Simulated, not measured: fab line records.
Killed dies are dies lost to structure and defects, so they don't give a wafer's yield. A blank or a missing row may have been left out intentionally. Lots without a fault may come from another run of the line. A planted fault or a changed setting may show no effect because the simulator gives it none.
Comparing a struck lot with a sound one | flow berkeley cmos170 | 14 steps out of a route of 331
Sound: wafers L283.1, L283.2, L283.6. Wafers L285.1, L285.5, L285.6 were the ones struck. The cause comes at the end.
Order at every step that has rows: each side's tool, ch and its chambers, its first start. Under that, the readings that differ: sound wafers | struck wafers | difference of the means | sigmas: that difference in standard deviations of wafers without a fault.
alike: readings whose means differ by less than 2 such deviations, and words and numbers that are the same on both sides. not compared: withheld readings, readings that some wafer has no value for, bounds like >300 that may hide the same value, and numbers for which the record gives no deviation and whose values overlap.
A row with sigmas, a row that says differs or no value, or rows on one side alone: a step with any of these is where the two part. Non-overlapping numbers with no deviation appear without sigmas and do not part them. A reading missing from all wafers of one side parts the sides only when that side holds two or more wafers.

first, 1 step without rows for these wafers: UCB170_CONTACT_CVD_01 (deposits PSG from SiH4/O2/PH3, target thk 700 nm, time 2820 s).
UCB170_CONTACT_THK_MEAS_02:
  sound on film metro-02, day 9 23:22; struck on film metro-04, day 10 21:59
  alike: CONTACT_PSG_THK
then, 3 steps without rows for these wafers: UCB170_CONTACT_HMDS_03 (prime time 60 s); UCB170_CONTACT_COAT_04 (resist thk 900 nm); UCB170_CONTACT_SOFTBAKE_05 (time 60 s).
UCB170_CONTACT_STRIP_06: strips in O2.
  sound on plasma asher-01 ch 0,1, day 9 23:53; struck on plasma asher-02 ch 0,1, day 10 22:30
  reading                      | sound             | struck            | difference | sigmas
  strip time to endpoint s (s) | 21.83 21.90 21.85 | 21.94 22.00 22.08 | +0.15      | +2
  alike: drypump motor current A, oes product au
  not compared: rf hours counter h
then, 1 step without rows for these wafers: UCB170_CONTACT_CLEAN_07 (cleans in SPM, time 600 s).
UCB170_CONTACT_RTA_08: time 10 s.
  sound on rtp anneal-01 ch 0, day 10 00:17; struck on rtp anneal-01 ch 0, day 10 22:47
  alike: lamp power pct, wafer_temp_C_max
then, 4 steps without rows for these wafers: UCB170_CONTACT_COAT_09; UCB170_CONTACT_COAT_10 (resist thk 900 nm); UCB170_CONTACT_SOFTBAKE_11 (time 60 s); UCB170_CONTACT_EXPOSE_12 (exposes mask CONT, target cd 700 nm).
UCB170_CONTACT_PEB_13:
  struck on litho track-04, day 10 23:38; sound on litho track-01 ch 0, day 10 00:55
  no value came back on the struck wafers for chill plate temp C (C), exhaust pa (Pa); on the sound wafers chill plate temp C (C) reads 23.00 22.92 23.01
then, 1 step without rows for these wafers: UCB170_CONTACT_DEVELOP_14 (develop time 45 s).

WHERE THEY PART
At UCB170_CONTACT_STRIP_06 first; at UCB170_CONTACT_PEB_13 last (within this record only).

WHY: whatever the simulator had introduced
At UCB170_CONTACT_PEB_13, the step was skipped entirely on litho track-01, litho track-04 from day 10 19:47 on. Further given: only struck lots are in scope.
